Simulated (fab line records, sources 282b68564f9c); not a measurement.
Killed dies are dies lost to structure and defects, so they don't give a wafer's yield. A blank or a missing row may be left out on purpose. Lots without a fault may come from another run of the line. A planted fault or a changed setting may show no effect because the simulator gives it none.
Problem report in the 8D (eight disciplines) form, filled by code | flow rit_cmos | the parts of the form that need people (team, actions taken, sign-off) are left out

1. THE PROBLEM
run_length_s at RIT_SPACER_ETCHBACK_05 reads a mean of 364.6 s on 9 wafers of 3 lots; wafers without a fault read 268.3 s with a standard deviation of 0.38. That is +99 or more standard deviations from the usual mean.
The step: etches Si3N4 in SF6/CHF3, stops on SiO2, target depth 250 nm, time 240 s.
First seen on wafer L202.2, day 6 08:16, on rie_diel-03. The record holds 21 wafers of 7 lots with a number at this step. Rule for "out", or "out of limits": more than 4 standard deviations from the usual mean. The other wafers with a number count as sound.

2. WHAT IT IS AND WHAT IT IS NOT
question                    | is                           | is not
which readings at this step | run_length_s, oes_product_au | CHF3_flow_sccm, drypump_motor_current_A, throttle_valve_pct
which lots                  | L202, L204, L207             | L191, L199, L205, L210
which wafers of those lots  | all that have a number       | -
read on which tools         | rie_diel-03                  | rie_diel-01, rie_diel-04
when                        | from day 6 08:16             | up to then (6 sound wafers); but 6 sound wafers of L205, L210 came after

3. SUSPECTS, AND WHAT RULES EACH OUT
Counting: a tool at a process step up to the reading stays a suspect if it ran every lot that is out and no sound lot after the first of them.
- rie_diel-03 at RIT_SPACER_ETCHBACK_05 (etches Si3N4 in SF6/CHF3, stops on SiO2, target depth 250 nm, time 240 s): kept. It ran every lot that is out, first L202 (day 6 08:16), and no sound lot after that; its last sound lot up to then is L199 (day 6 02:19). Its own readings are out on those wafers: oes_product_au, run_length_s.
Left after counting: rie_diel-03 at RIT_SPACER_ETCHBACK_05.

4. THE CAUSE (what the simulator had put in)
Process parameter drift: rie_diel-03, from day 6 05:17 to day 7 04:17, at RIT_SPACER_ETCHBACK_05. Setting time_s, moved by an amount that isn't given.
Counting left only this tool.

5. THE CHAIN OF EFFECTS, in route order
Each row: a reading whose mean over the struck wafers that have a number lies more than 3 standard deviations from the usual. Only readings for which the record gives a usual standard deviation are gone through. hours: the time from each lot's start at the first step in this table that gives one to its start at this step, as a median over the lots. sigmas: the change in usual standard deviations.
hours | step                   | reading        | usual      | on struck wafers | change | sigmas
0     | RIT_SPACER_ETCHBACK_05 | oes_product_au | 0.835 a.u. | 0.667            | -0.168 | -14
0     | RIT_SPACER_ETCHBACK_05 | run_length_s   | 268.3 s    | 364.6            | +96.3  | +99 or more
The process steps in it:
- RIT_SPACER_ETCHBACK_05: etches Si3N4 in SF6/CHF3, stops on SiO2, target depth 250 nm, time 240 s.
Later measuring or inspecting steps at which every struck wafer that the step has a row for has a number for every such reading, and none has moved that far: RIT_NSD_OVL_MEAS_06, RIT_NSD_TW_MEAS_10, RIT_PSD_OVL_MEAS_06, RIT_PSD_TW_MEAS_10, RIT_SDANNEAL_RS_MEAS_04, RIT_SDANNEAL_RS_MEAS_05, RIT_SDANNEAL_RS_MEAS_06.

6. WHAT WOULD HAVE CAUGHT IT SOONER
In this record the first reading out of limits was taken at day 6 08:16, 3 hours after the fault began at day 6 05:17.
